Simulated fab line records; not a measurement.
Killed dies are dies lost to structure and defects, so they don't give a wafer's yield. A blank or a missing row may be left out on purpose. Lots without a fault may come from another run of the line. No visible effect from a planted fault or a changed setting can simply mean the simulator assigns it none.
Split-lot trial || flow ritCmos || on a route of 202 steps: 5 lots, 23 wafers read

## SPLIT DETAILS
At RIT_SPACER_CVD_03 (deposits Si3N4 from SiH2Cl2/NH3, target thk 250 nm, time 3300 s), the setting timeS was moved away from the recipe's 3300 s on 15 of the 23 wafers read, by -5.0% to +12.8%. All remaining wafers had this setting at the recipe value.

## FROM THE SPLIT TO THE READING: what the file shows between them, 1 step
- RIT_SPACER_THK_MEAS_04

## THE READING
oesProductAu, in a.u., at RIT_SPACER_ETCHBACK_05 (etches Si3N4 in SF6/CHF3, stops on SiO2, target depth 250 nm, time 240 s). A value of 0.844 a.u. with a standard deviation of 0.016 a.u. is what fault-free wafers of this fab line usually give.

{"wafer": "L075.2", "tool, chamber at the split": "-, -", "timeS as run, s": 3135, "against the recipe": "-5.0%", "oesProductAu, a.u.": 0.802, "against lot-mates on the recipe": "no lot-mate on the recipe"}
{"wafer": "L075.3", "tool, chamber at the split": "-, -", "timeS as run, s": 3135, "against the recipe": "-5.0%", "oesProductAu, a.u.": 0.813, "against lot-mates on the recipe": "no lot-mate on the recipe"}
{"wafer": "L075.4", "tool, chamber at the split": "-, -", "timeS as run, s": 3135, "against the recipe": "-5.0%", "oesProductAu, a.u.": 0.815, "against lot-mates on the recipe": "no lot-mate on the recipe"}
{"wafer": "L075.5", "tool, chamber at the split": "-, -", "timeS as run, s": 3135, "against the recipe": "-5.0%", "oesProductAu, a.u.": 0.801, "against lot-mates on the recipe": "no lot-mate on the recipe"}
{"wafer": "L075.6", "tool, chamber at the split": "-, -", "timeS as run, s": 3135, "against the recipe": "-5.0%", "oesProductAu, a.u.": 0.819, "against lot-mates on the recipe": "no lot-mate on the recipe"}
{"wafer": "L076.1", "tool, chamber at the split": "-, -", "timeS as run, s": 3724, "against the recipe": "+12.8%", "oesProductAu, a.u.": 0.938, "against lot-mates on the recipe": "no lot-mate on the recipe"}
{"wafer": "L076.2", "tool, chamber at the split": "-, -", "timeS as run, s": 3724, "against the recipe": "+12.8%", "oesProductAu, a.u.": 0.955, "against lot-mates on the recipe": "no lot-mate on the recipe"}
{"wafer": "L076.3", "tool, chamber at the split": "-, -", "timeS as run, s": 3724, "against the recipe": "+12.8%", "oesProductAu, a.u.": 0.893, "against lot-mates on the recipe": "no lot-mate on the recipe"}
{"wafer": "L076.4", "tool, chamber at the split": "-, -", "timeS as run, s": 3724, "against the recipe": "+12.8%", "oesProductAu, a.u.": 0.928, "against lot-mates on the recipe": "no lot-mate on the recipe"}
{"wafer": "L076.5", "tool, chamber at the split": "-, -", "timeS as run, s": 3724, "against the recipe": "+12.8%", "oesProductAu, a.u.": 0.938, "against lot-mates on the recipe": "no lot-mate on the recipe"}
{"wafer": "L080.1", "tool, chamber at the split": "lpcvd-02, 1", "timeS as run, s": 3300, "against the recipe": "recipe", "oesProductAu, a.u.": 0.848, "against lot-mates on the recipe": "-"}
{"wafer": "L080.2", "tool, chamber at the split": "lpcvd-02, 1", "timeS as run, s": 3300, "against the recipe": "recipe", "oesProductAu, a.u.": 0.828, "against lot-mates on the recipe": "-"}
{"wafer": "L080.5", "tool, chamber at the split": "lpcvd-02, 1", "timeS as run, s": 3300, "against the recipe": "recipe", "oesProductAu, a.u.": 0.833, "against lot-mates on the recipe": "-"}
{"wafer": "L081.2", "tool, chamber at the split": "-, -", "timeS as run, s": 3300, "against the recipe": "recipe", "oesProductAu, a.u.": 0.839, "against lot-mates on the recipe": "-"}
{"wafer": "L081.3", "tool, chamber at the split": "-, -", "timeS as run, s": 3300, "against the recipe": "recipe", "oesProductAu, a.u.": 0.828, "against lot-mates on the recipe": "-"}
{"wafer": "L081.4", "tool, chamber at the split": "-, -", "timeS as run, s": 3300, "against the recipe": "recipe", "oesProductAu, a.u.": 0.863, "against lot-mates on the recipe": "-"}
{"wafer": "L081.5", "tool, chamber at the split": "-, -", "timeS as run, s": 3300, "against the recipe": "recipe", "oesProductAu, a.u.": 0.835, "against lot-mates on the recipe": "-"}
{"wafer": "L081.6", "tool, chamber at the split": "-, -", "timeS as run, s": 3300, "against the recipe": "recipe", "oesProductAu, a.u.": 0.815, "against lot-mates on the recipe": "-"}
{"wafer": "L083.1", "tool, chamber at the split": "-, -", "timeS as run, s": 3657, "against the recipe": "+10.8%", "oesProductAu, a.u.": 0.901, "against lot-mates on the recipe": "no lot-mate on the recipe"}
{"wafer": "L083.3", "tool, chamber at the split": "-, -", "timeS as run, s": 3657, "against the recipe": "+10.8%", "oesProductAu, a.u.": 0.899, "against lot-mates on the recipe": "no lot-mate on the recipe"}
{"wafer": "L083.4", "tool, chamber at the split": "-, -", "timeS as run, s": 3657, "against the recipe": "+10.8%", "oesProductAu, a.u.": 0.914, "against lot-mates on the recipe": "no lot-mate on the recipe"}
{"wafer": "L083.5", "tool, chamber at the split": "-, -", "timeS as run, s": 3657, "against the recipe": "+10.8%", "oesProductAu, a.u.": 0.900, "against lot-mates on the recipe": "no lot-mate on the recipe"}
{"wafer": "L083.6", "tool, chamber at the split": "-, -", "timeS as run, s": 3657, "against the recipe": "+10.8%", "oesProductAu, a.u.": 0.912, "against lot-mates on the recipe": "no lot-mate on the recipe"}

THE FIT
A straight line over all 23 wafers: oesProductAu changes by +0.00662 a.u. for each +1% of timeS; r = +0.96; the points scatter about the line by 0.015 a.u.
Too few moved wafers have a lot-mate on the recipe to fit a line with each lot's own level taken away.

## THE WHOLE CHAIN: every reading that the file lists as answering this split, in the file's order
{"step": "RIT_SPACER_CVD_03", "what it does": "deposits Si3N4 from SiH2Cl2/NH3, target thk 250 nm, time 3300 s", "reading": "Si3N4_of_SPACER_CVD_03.thkNm (the simulator's own value, which no gauge read)", "change (the file's fit)": "+2.78 nm for each +1% of the setting", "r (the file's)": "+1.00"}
{"step": "RIT_SPACER_THK_MEAS_04", "what it does": "", "reading": "SPACER_NITRIDE_THK", "change (the file's fit)": "+2.78 for each +1% of the setting", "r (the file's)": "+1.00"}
{"step": "RIT_SPACER_ETCHBACK_05", "what it does": "etches Si3N4 in SF6/CHF3, stops on SiO2, target depth 250 nm, time 240 s", "reading": "oesProductAu", "change (the file's fit)": "+0.00662 a.u. for each +1% of the setting", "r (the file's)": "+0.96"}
{"step": "RIT_SPACER_ETCHBACK_05", "what it does": "etches Si3N4 in SF6/CHF3, stops on SiO2, target depth 250 nm, time 240 s", "reading": "etch.depthNm (the simulator's own value, which no gauge read)", "change (the file's fit)": "+2.78 nm for each +1% of the setting", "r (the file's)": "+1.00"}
{"step": "RIT_SPACER_ETCHBACK_05", "what it does": "etches Si3N4 in SF6/CHF3, stops on SiO2, target depth 250 nm, time 240 s", "reading": "Si3N4_of_SPACER_CVD_03.thkNm (the simulator's own value, which no gauge read)", "change (the file's fit)": "+2.21 nm for each +1% of the setting", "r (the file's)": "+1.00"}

## FILE'S OWN FIT
oesProductAu changes by +0.00662 a.u. for each +1% of timeS, r = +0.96.
